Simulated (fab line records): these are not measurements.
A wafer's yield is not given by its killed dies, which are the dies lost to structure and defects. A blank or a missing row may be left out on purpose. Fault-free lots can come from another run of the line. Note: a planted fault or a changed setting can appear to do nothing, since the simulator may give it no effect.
2 desks looking at one fault ; flow rit_cmos ; each desk has only its own numbers; what lay behind them comes last

FOR THE TOOL OWNER'S DESK: litho_track-03
The tool's own readings at RIT_M1_HARDBAKE_11 (time 120 s): means of the sampled wafers that have a number, for each lot that ran on this tool. The brackets show how far a lot's mean lies from the usual mean; more than 4 standard deviations puts the lot out of limits, marked OUT.
Columns: A = heater_power_total_W at RIT_M1_HARDBAKE_11, usual 52.02 W; B = plate_temp_C at RIT_M1_HARDBAKE_11, usual 140.00 C
lot;first seen here;A;B
L237;day 3 10:26;52.09;140.01
L241;day 4 05:12;52.05;139.90
L245;day 5 03:10;52.03;139.96
L250;day 6 04:35;51.11 (-16) OUT;137.98 (-14) OUT
L257;day 7 14:26;51.11 (-16) OUT;137.91 (-15) OUT
This desk finds L250, L257 out of limits, L250 being first, at day 6 04:35 (heater_power_total_W at RIT_M1_HARDBAKE_11). Within limits: L237, L241, L245.

METROLOGY DESK
Means of the sampled wafers that have a number, per lot and without regard to the tool the lot ran on: this is what the gauges read. The brackets show how far a lot's mean lies from the usual mean; more than 4 standard deviations puts the lot out of limits, marked OUT.
Columns: A = INCOMING_BOW at RIT_ACTIVE_BOW_MEAS_00, usual 0 um; B = NSD_OVL at RIT_NSD_OVL_MEAS_06, usual 0.1 nm
lot;first seen here;A;B
L237;day 1 10:01;1;0.3
L238;day 1 15:01;-2;2.4
L239;day 1 20:00;1;1.0
L240;day 2 01:01;-4;-1.0
L241;day 2 06:00;5;0.3
L242;day 2 11:01;9;0.9
L243;day 2 16:00;1;-0.8
L244;day 2 21:01;5;-0.1
L245;day 3 02:00;1;-1.3
L246;day 3 07:01;6;0.9
L247;day 3 12:00;2;0.7
L250;day 4 03:02;6;1.5
L257;day 5 14:00;1;0.2
L258;day 5 19:00;-5;1.2
This desk found nothing out of limits on any of the 14 lots.

PUT TOGETHER
The tool owner's desk could have raised an alarm at day 6 04:35, on L250, L257.
The metrology desk saw nothing out of limits.
The metrology desk holds a record of L250, L257, inside its limits.
Every lot named ran RIT_M1_HARDBAKE_11 on litho_track-03.

WHAT THE SIMULATOR PUT IN
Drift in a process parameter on litho_track-03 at RIT_M1_HARDBAKE_11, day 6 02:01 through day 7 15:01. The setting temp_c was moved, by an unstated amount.
Shown lots that were struck: L250, L257.
How many hours passed from the start of the fault until each desk's first out-of-limits reading: the tool owner's desk, 3.
